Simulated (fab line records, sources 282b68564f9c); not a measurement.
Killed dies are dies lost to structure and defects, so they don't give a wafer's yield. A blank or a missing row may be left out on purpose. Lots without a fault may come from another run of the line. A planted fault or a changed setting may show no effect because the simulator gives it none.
One fault seen from 2 desks | flow rit_cmos | each desk has only its own numbers; what lay behind them comes last

THE TOOL OWNER'S DESK: litho_track-02
The tool's own readings at RIT_NLDD_COAT_01 (resist thk 1000 nm): means of the sampled wafers that have a number, for each lot that ran on this tool. A lot is out of limits, marked OUT, if its mean lies more than 4 standard deviations from the usual mean; the brackets give that distance.
Columns: A = chill_plate_temp_C at RIT_NLDD_COAT_01, usual 22.99 C
lot  | first seen here | A
L261 | day 4 09:06     | 22.98
L264 | day 4 23:26     | 22.94
L265 | day 5 04:28     | 23.16
This desk's finding: nothing out of limits on any of the 3 lots.

THE METROLOGY DESK
What the gauges read, lot by lot, whatever tool the lot ran on: means of the sampled wafers that have a number. A lot is out of limits, marked OUT, if its mean lies more than 4 standard deviations from the usual mean; the brackets give that distance.
Columns: A = cd_nm at RIT_GATE_CD_MEAS_16, usual 149.6 nm; B = GATE_OVL at RIT_GATE_OVL_MEAS_17, usual 0.2 nm; C = cd_nm at RIT_GATE_CD_MEAS_90, usual 149.6 nm; D = REOX_OXIDE_THK at RIT_REOX_THK_MEAS_04, usual 25.2 nm; E = NLDD_OVL at RIT_NLDD_OVL_MEAS_06, usual -0.1 nm
lot  | first seen here | A     | B    | C     | D    | E
L254 | day 2 21:13     | 153.7 | 1.5  | 153.4 | 25.0 | -0.2
L261 | day 4 04:29     | 147.2 | 0.4  | 147.3 | 25.2 | 1.0
L264 | day 4 19:14     | 150.7 | 0.4  | 150.9 | 25.8 | 0.8
L265 | day 5 00:02     | 150.8 | -1.1 | 150.5 | 25.1 | 0.5
L272 | day 6 12:47     | 152.3 | -1.8 | 152.2 | 25.2 | -2.6
L276 | day 7 07:22     | 146.8 | 2.7  | 146.6 | 24.8 | 1.0
This desk's finding: nothing out of limits on any of the 6 lots.

PUT TOGETHER
The tool owner's desk saw nothing out of limits.
The metrology desk saw nothing out of limits.

WHAT THE SIMULATOR HAD PUT IN
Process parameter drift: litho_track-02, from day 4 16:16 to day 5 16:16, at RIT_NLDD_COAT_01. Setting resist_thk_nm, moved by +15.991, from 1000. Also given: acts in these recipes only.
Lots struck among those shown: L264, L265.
